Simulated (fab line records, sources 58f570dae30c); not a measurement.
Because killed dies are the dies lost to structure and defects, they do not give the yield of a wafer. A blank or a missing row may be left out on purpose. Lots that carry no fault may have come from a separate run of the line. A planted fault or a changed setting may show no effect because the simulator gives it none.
Which tool did it? :: flow berkeley cmos170 :: route of 331 steps, sampled at 1 step: 7 lots, 21 wafers

## WHAT THE GAUGES READ, wafer by wafer
UCB170_ACTIVE_CD_MEAS_90 targets a cd of 1200 nm.
lot: L285
measured: day 4 02:49
on: cd sem-02
cd nm (nm): 1199.9 1199.0 1198.3

lot: L288
measured: day 4 23:46
on: cd sem-01
cd nm (nm): 1201.1 1202.1 1200.8

lot: L290
measured: day 5 15:11
on: cd sem-02
cd nm (nm): 1197.2 1195.7 1197.8

lot: L294
measured: day 6 07:36
on: cd sem-01
cd nm (nm): 1199.0 1198.2 1199.9

lot: L299
measured: day 7 11:49
on: cd sem-01
cd nm (nm): 1199.0 1198.9 1199.2

lot: L303
measured: day 8 23:38
on: cd sem-02
cd nm (nm): 1198.6 1199.4 1198.4

lot: L307
measured: day 9 05:30
on: cd sem-02
cd nm (nm): 1200.9 1200.8 1200.0

## WHAT TOOL EACH LOT RAN ON (gives the tool, then ch and the chambers of the sampled wafers, and finally the start)
Before these readings, the record contains no process step.

## THE ANSWER, worked out from the rows above alone
Rule: what is usual is taken from the lots themselves. The widest of any qualifying gaps counts: lots, ordered by their means at a reading, are off when they make up no more than a third of the lots, leave a main group of 4 or more, and stand apart from it by 3 or more times the standard deviation of that group's means. If all means in a main group match to the digits the tables above print for the reading, that group is not used. A lot without any number at a reading at which 4 lots or more have one is off too. Where the step has rows for the other lots, those lots are counted as sound.
No lot is off on any of the readings shown, so nothing can be concluded from this.

## WHAT HAD BEEN PUT IN BY THE SIMULATOR
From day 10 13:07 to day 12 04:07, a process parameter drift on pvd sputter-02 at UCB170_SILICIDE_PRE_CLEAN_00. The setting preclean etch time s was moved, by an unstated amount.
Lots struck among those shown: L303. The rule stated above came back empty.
